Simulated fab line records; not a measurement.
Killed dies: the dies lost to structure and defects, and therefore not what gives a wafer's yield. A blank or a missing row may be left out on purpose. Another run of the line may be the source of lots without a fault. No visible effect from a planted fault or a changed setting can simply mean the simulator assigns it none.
The tool behind it: which one? -- flow rit_cmos -- 39 wafers from 13 lots sampled at 3 of the route's 202 steps

== WHAT EACH GAUGE READ, for each wafer ==
RIT_M1_RS_MEAS_01: the measuring method here is four-point-probe.
lot,measured,on,M1_AL_RS (ohm/sq)
L305,day 3 12:32,film_metro-03,0.0728 0.0725 0.0727
L306,day 3 17:34,film_metro-02,0.0738 0.0737 0.0737
L310,day 4 10:52,film_metro-04,0.0725 0.0723 0.0724
L311,day 4 15:50,film_metro-03,0.0745 0.0740 0.0740
L312,day 4 22:24,film_metro-02,0.0730 0.0718 0.0722
L313,day 5 02:42,film_metro-02,0.0747 0.0739 0.0741
L314,day 5 07:01,film_metro-03,0.0735 0.0739 0.0743
L316,day 5 17:41,film_metro-03,0.0729 0.0733 0.0734
L317,day 5 22:57,film_metro-03,0.0749 0.0754 0.0756
L318,day 6 05:45,film_metro-02,0.0733 0.0733 0.0731
L319,day 6 12:48,film_metro-04,0.0740 0.0744 0.0737
L324,day 7 13:26,film_metro-04,0.0699 0.0740 0.0742
L327,day 8 00:49,film_metro-03,0.0733 0.0737 0.0735

RIT_M1_THK_MEAS_02: measures by xrf.
lot,measured,on,M1_AL_THK (nm)
L305,day 3 12:38,film_metro-03,399 401 399
L306,day 3 17:40,film_metro-02,396 396 395
L310,day 4 10:58,film_metro-04,397 403 405
L311,day 4 15:56,film_metro-03,391 392 390
L312,day 4 22:31,film_metro-02,399 403 403
L313,day 5 02:49,film_metro-02,391 395 393
L314,day 5 07:08,film_metro-03,397 391 389
L316,day 5 17:47,film_metro-03,398 397 396
L317,day 5 23:04,film_metro-03,389 383 383
L318,day 6 05:51,film_metro-02,398 397 398
L319,day 6 12:55,film_metro-04,393 389 395
L324,day 7 13:33,film_metro-04,416 394 393
L327,day 8 00:55,film_metro-03,392 392 393

== WHAT TOOL EACH LOT RAN ON (gives the tool, then ch and the chambers of the sampled wafers, and finally the start) ==
lot,RIT_M1_SPUTTER_00
L305,"pvd_sputter-03, day 3 12:12"
L306,"pvd_sputter-02, day 3 17:15"
L310,"pvd_sputter-04, day 4 10:33"
L311,"pvd_sputter-02, day 4 15:31"
L312,"pvd_sputter-04, day 4 22:07"
L313,"pvd_sputter-02, day 5 02:23"
L314,"pvd_sputter-04, day 5 06:44"
L316,"pvd_sputter-04, day 5 17:22"
L317,"pvd_sputter-02, day 5 22:39"
L318,"pvd_sputter-03, day 6 05:25"
L319,"pvd_sputter-02, day 6 12:31"
L324,"pvd_sputter-02, day 7 13:08"
L327,"pvd_sputter-04, day 8 00:28"
- RIT_M1_SPUTTER_00: material Al, target thk 400 nm, time 500 s.

== AS READ BY THE TOOLS THEMSELVES (means over the sampled wafers that have a number; for cases with no such wafer, the mark the record gives instead) ==
RIT_M1_SPUTTER_00.
lot,tool,throttle_valve_pct (%)
L305,pvd_sputter-03,29.2
L306,pvd_sputter-02,30.3
L310,pvd_sputter-04,29.8
L311,pvd_sputter-02,30.6
L312,pvd_sputter-04,29.8
L313,pvd_sputter-02,31.1
L314,pvd_sputter-04,29.9
L316,pvd_sputter-04,30.1
L317,pvd_sputter-02,31.1
L318,pvd_sputter-03,29.4
L319,pvd_sputter-02,30.1
L324,pvd_sputter-02,30.4
L327,pvd_sputter-04,29.7

== THE ANSWER, worked out from the rows above alone ==
Rule: the lots themselves supply what counts as usual. The widest of any qualifying gaps counts: lots, ordered by their means at a reading, are off when they make up no more than a third of the lots, leave a main group of 4 or more, and stand apart from it by 3 or more times the standard deviation of that group's means. Not used: any main group whose means are identical at the precision the tables above print for the reading. A lot without any number at a reading at which 4 lots or more have one is off too. Any other lot the step has rows for is counted as sound. After the gauges, taken in route order, come the tools' own readings; for these a lot's mean is taken, as printed above. The first step at which some lot is off is used, and at that step the reading that is off furthest; a lot without a number counts as furthest.
Nothing can be told from this: no lot is off at any reading shown.

== WHAT THE SIMULATOR HAD PUT IN ==
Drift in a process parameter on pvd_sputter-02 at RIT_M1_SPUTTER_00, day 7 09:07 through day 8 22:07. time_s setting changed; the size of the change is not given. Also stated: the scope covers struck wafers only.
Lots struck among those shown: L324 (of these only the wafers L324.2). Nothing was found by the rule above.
